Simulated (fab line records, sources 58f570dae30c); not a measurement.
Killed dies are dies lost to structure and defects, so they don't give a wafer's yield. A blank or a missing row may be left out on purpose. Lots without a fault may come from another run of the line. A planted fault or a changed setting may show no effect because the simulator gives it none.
Which tool did it? | flow berkeley_cmos170 | 14 lots, 42 wafers sampled, at 7 steps of a route of 331

WHAT THE GAUGES READ, wafer by wafer
UCB170_GATE_CD_MEAS_90: target cd 350 nm.
lot  | measured     | on        | cd_nm (nm)
L196 | day 5 20:17  | cd_sem-02 | 352.4 353.4 352.7
L199 | day 6 13:20  | cd_sem-02 | 351.0 353.6 350.3
L201 | day 6 18:46  | cd_sem-01 | 349.2 349.5 349.0
L202 | day 7 06:01  | cd_sem-02 | 349.3 349.7 349.1
L203 | day 7 18:19  | cd_sem-02 | 349.4 350.0 347.9
L206 | day 7 22:41  | cd_sem-01 | 347.6 347.3 348.3
L204 | day 7 22:59  | cd_sem-02 | 349.7 349.1 350.4
L209 | day 9 00:38  | cd_sem-01 | 353.3 351.0 352.1
L210 | day 9 05:52  | cd_sem-02 | 349.0 347.7 348.6
L213 | day 9 15:19  | cd_sem-02 | 348.7 348.7 348.1
L214 | day 9 22:45  | cd_sem-02 | 349.9 351.3 350.2
L218 | day 10 14:39 | cd_sem-01 | 349.3 350.1 349.8
L217 | day 10 14:45 | cd_sem-01 | 353.0 352.1 351.4
L219 | day 10 19:47 | cd_sem-01 | 349.8 349.6 348.4

UCB170_NLDD_TW_MEAS_11.
lot  | measured     | on            | NLDD_TW
L196 | day 6 00:11  | film_metro-02 | 2213 2198 2204
L199 | day 6 18:10  | film_metro-04 | 2281 2271 2276
L201 | day 6 22:56  | film_metro-03 | 2234 2235 2236
L202 | day 7 11:35  | film_metro-03 | 2216 2230 2218
L203 | day 7 23:44  | film_metro-02 | 2178 2179 2188
L206 | day 8 02:20  | film_metro-02 | 2201 2205 2189
L204 | day 8 02:48  | film_metro-02 | 2197 2204 2197
L209 | day 9 04:05  | film_metro-03 | 2233 2233 2236
L210 | day 9 11:28  | film_metro-03 | 2213 2230 2223
L213 | day 9 18:58  | film_metro-02 | 2193 2190 2191
L214 | day 10 04:56 | film_metro-04 | 2264 2272 2269
L218 | day 10 19:00 | film_metro-04 | 2273 2269 2272
L217 | day 10 19:22 | film_metro-04 | 2271 2276 2271
L219 | day 11 00:59 | film_metro-04 | 2279 2285 2284

UCB170_PSD_TW_MEAS_10.
lot  | measured     | on            | PSD_TW
L196 | day 6 06:32  | film_metro-04 | 2399 2372 2395
L199 | day 7 00:02  | film_metro-03 | 2334 2348 2345
L201 | day 7 06:08  | film_metro-03 | 2339 2338 2340
L202 | day 7 18:01  | film_metro-04 | 2406 2392 2387
L203 | day 8 07:16  | film_metro-03 | 2238 2230 2245
L206 | day 8 07:41  | film_metro-03 | 2228 2236 2218
L204 | day 8 07:45  | film_metro-04 | 2392 2401 2405
L209 | day 9 10:11  | film_metro-04 | 2396 2395 2393
L210 | day 9 17:36  | film_metro-04 | 2384 2384 2389
L213 | day 9 23:55  | film_metro-04 | 2399 2393 2389
L214 | day 10 12:21 | film_metro-03 | 2347 2352 2342
L218 | day 11 01:34 | film_metro-02 | 2298 2310 2298
L217 | day 11 01:23 | film_metro-02 | 2306 2311 2307
L219 | day 11 05:14 | film_metro-02 | 2306 2312 2313

UCB170_NSD_CD_MEAS_06: target cd 1200 nm.
lot  | measured     | on        | cd_nm (nm)
L196 | day 6 10:52  | cd_sem-01 | 1199.9 1198.5 1197.1
L199 | day 7 04:27  | cd_sem-01 | 1201.0 1201.0 1200.4
L201 | day 7 08:05  | cd_sem-01 | 1203.5 1202.3 1202.9
L202 | day 7 19:52  | cd_sem-01 | 1200.7 1201.5 1202.1
L203 | day 8 08:58  | cd_sem-01 | 1198.9 1198.9 1200.4
L206 | day 8 09:09  | cd_sem-01 | 1198.1 1197.3 1198.3
L204 | day 8 09:25  | cd_sem-02 | 1200.5 1199.7 1201.1
L209 | day 9 12:38  | cd_sem-01 | 1201.3 1200.3 1199.1
L210 | day 9 20:09  | cd_sem-01 | 1201.5 1202.1 1201.5
L213 | day 10 01:25 | cd_sem-01 | 1201.4 1201.7 1200.5
L214 | day 10 14:39 | cd_sem-02 | 1199.8 1201.1 1200.7
L218 | day 11 04:02 | cd_sem-01 | 1200.6 1199.9 1201.0
L217 | day 11 03:55 | cd_sem-02 | 1200.5 1201.4 1199.7
L219 | day 11 07:43 | cd_sem-01 | 1200.8 1199.4 1199.2

UCB170_SDANNEAL_RS_MEAS_02: measures by four-point-probe.
lot  | measured     | on            | PSD_RS (ohm/sq)
L196 | day 6 12:30  | film_metro-03 | 75.9 75.8 76.1
L199 | day 7 08:53  | film_metro-04 | 75.4 75.2 75.3
L201 | day 7 10:22  | film_metro-03 | 75.4 75.5 75.4
L202 | day 7 21:31  | film_metro-02 | 75.4 75.3 75.5
L203 | day 8 10:41  | film_metro-03 | 77.3 77.6 77.8
L206 | day 8 13:11  | film_metro-03 | 78.3 78.4 78.6
L204 | day 8 13:13  | film_metro-02 | 76.4 75.9 75.8
L209 | day 9 14:10  | film_metro-03 | 75.6 75.5 75.5
L210 | day 9 23:25  | film_metro-02 | 75.7 75.6 75.7
L213 | day 10 02:55 | film_metro-04 | 75.6 75.5 75.6
L214 | day 10 16:40 | film_metro-02 | 75.7 75.7 75.7
L218 | day 11 05:40 | film_metro-02 | 75.8 75.9 76.1
L217 | day 11 05:28 | film_metro-03 | 75.5 75.3 75.4
L219 | day 11 09:30 | film_metro-03 | 75.6 75.5 75.6

WHICH TOOL RAN EACH LOT (tool, then ch and the chambers of the sampled wafers, then the start)
lot  | UCB170_PSD_IMPLANT_08           | UCB170_PSD_STRIP_09
L196 | implanter-02 ch 0, day 6 06:19  | plasma_asher-03 ch 0,1, day 6 06:27
L199 | implanter-02 ch 0, day 6 23:47  | plasma_asher-03 ch 0,1, day 6 23:56
L201 | implanter-02 ch 0, day 7 05:51  | plasma_asher-03 ch 0,1, day 7 05:59
L202 | implanter-04 ch 0, day 7 17:48  | plasma_asher-02 ch 0,1, day 7 17:55
L203 | implanter-04 ch 0, day 8 07:03  | plasma_asher-03 ch 0,1, day 8 07:11
L206 | implanter-04 ch 0, day 8 07:26  | plasma_asher-04 ch 0,1, day 8 07:35
L204 | implanter-02 ch 0, day 8 07:32  | plasma_asher-03 ch 0,1, day 8 07:40
L209 | implanter-01 ch 0, day 9 09:56  | plasma_asher-02 ch 0,1, day 9 10:05
L210 | implanter-02 ch 0, day 9 17:21  | plasma_asher-04 ch 0,1, day 9 17:30
L213 | implanter-02 ch 0, day 9 23:40  | plasma_asher-02 ch 0,1, day 9 23:48
L214 | implanter-02 ch 0, day 10 12:08 | plasma_asher-03 ch 0,1, day 10 12:16
L218 | implanter-02 ch 0, day 11 01:20 | plasma_asher-04 ch 0,1, day 11 01:28
L217 | implanter-02 ch 0, day 11 01:08 | plasma_asher-02 ch 0,1, day 11 01:17
L219 | implanter-02 ch 0, day 11 05:00 | plasma_asher-03 ch 0,1, day 11 05:08
- UCB170_PSD_IMPLANT_08
- UCB170_PSD_STRIP_09: strips in O2.

WHAT THE TOOLS THEMSELVES READ (means of the sampled wafers that have a number; where no wafer has one, the mark that the record gives instead)
UCB170_PSD_IMPLANT_08.
lot  | tool         | beam_energy_keV | end_station_pressure_torr (Torr)
L196 | implanter-02 | 20.005          | 1.31e-05
L199 | implanter-02 | 20.002          | 1.24e-05
L201 | implanter-02 | 19.998          | 1.30e-05
L202 | implanter-04 | 20.000          | 1.33e-05
L203 | implanter-04 | 16.393          | 1.23e-05
L206 | implanter-04 | 16.396          | 1.29e-05
L204 | implanter-02 | 19.991          | 1.25e-05
L209 | implanter-01 | 19.996          | 1.29e-05
L210 | implanter-02 | 20.002          | 1.27e-05
L213 | implanter-02 | 20.005          | 1.27e-05
L214 | implanter-02 | 20.001          | 1.29e-05
L218 | implanter-02 | 20.004          | 1.27e-05
L217 | implanter-02 | 19.996          | 1.27e-05
L219 | implanter-02 | 20.000          | 1.29e-05

UCB170_PSD_STRIP_09.
lot  | tool            | drypump_motor_current_A (A) | oes_product_au (a.u.) | strip_time_to_endpoint_s (s)
L196 | plasma_asher-03 | 5.7                         | 0.603                 | 29.34
L199 | plasma_asher-03 | 5.7                         | 0.599                 | 29.49
L201 | plasma_asher-03 | 6.0                         | 0.599                 | 29.40
L202 | plasma_asher-02 | 5.4                         | 0.604                 | 29.42
L203 | plasma_asher-03 | 5.7                         | 0.619                 | 27.80
L206 | plasma_asher-04 | 5.6                         | 0.620                 | 27.90
L204 | plasma_asher-03 | 6.0                         | 0.598                 | 29.28
L209 | plasma_asher-02 | 5.5                         | 0.602                 | 29.44
L210 | plasma_asher-04 | 5.1                         | 0.600                 | 29.34
L213 | plasma_asher-02 | 5.6                         | 0.598                 | 29.31
L214 | plasma_asher-03 | 5.9                         | 0.601                 | 29.37
L218 | plasma_asher-04 | 5.6                         | 0.598                 | 29.31
L217 | plasma_asher-02 | 5.6                         | 0.602                 | 29.34
L219 | plasma_asher-03 | 5.7                         | 0.598                 | 29.47

THE ANSWER, worked out from the rows above alone
Rule: what is usual is taken from the lots themselves. Put in order of their means at a reading, lots are off if they are a third of the lots or fewer, leave a main group of 4 or more, and stand apart from it by a gap of 3 or more times the standard deviation of the main group's means; of several such gaps the widest counts. A main group whose means are all the same, to the digits that the tables above print for the reading, isn't used. A lot without any number at a reading at which 4 lots or more have one is off too. The other lots that the step has rows for count as sound. The gauges are gone through in route order, then the tools' own readings, and for those a lot's mean is taken as printed above. The first step at which some lot is off is used, and at that step the reading that is off furthest; a lot without a number counts as furthest.
Off: L203, L206, at UCB170_SDANNEAL_RS_MEAS_02 (PSD_RS). The main group: mean 75.6 ohm/sq, standard deviation 0.23.
A tool fits if, at a process step before that reading, it ran every lot that is off, and no sound lot after the first of them. The gauges at UCB170_SDANNEAL_RS_MEAS_02 aren't tried: what is off there is off at UCB170_PSD_IMPLANT_08 too, on other tools, and a gauge's error can't cause that. One fits: implanter-04 at UCB170_PSD_IMPLANT_08. Its last sound lot is L202 (day 7 17:48), its first lot that is off L203 (day 8 07:03): a fault that began between those two fits.
The tool's own readings at UCB170_PSD_IMPLANT_08 bear it out: on the lots that are off they differ by more than 5 times the standard deviation of the sound lots' means. beam_energy_keV reads 16.395 there against 20.000 on the sound lots.

WHAT THE SIMULATOR HAD PUT IN
Process parameter drift: implanter-04, from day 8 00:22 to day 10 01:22, at UCB170_PSD_IMPLANT_08. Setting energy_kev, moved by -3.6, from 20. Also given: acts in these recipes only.
Lots struck among those shown: L203, L206. The rule above found the same.
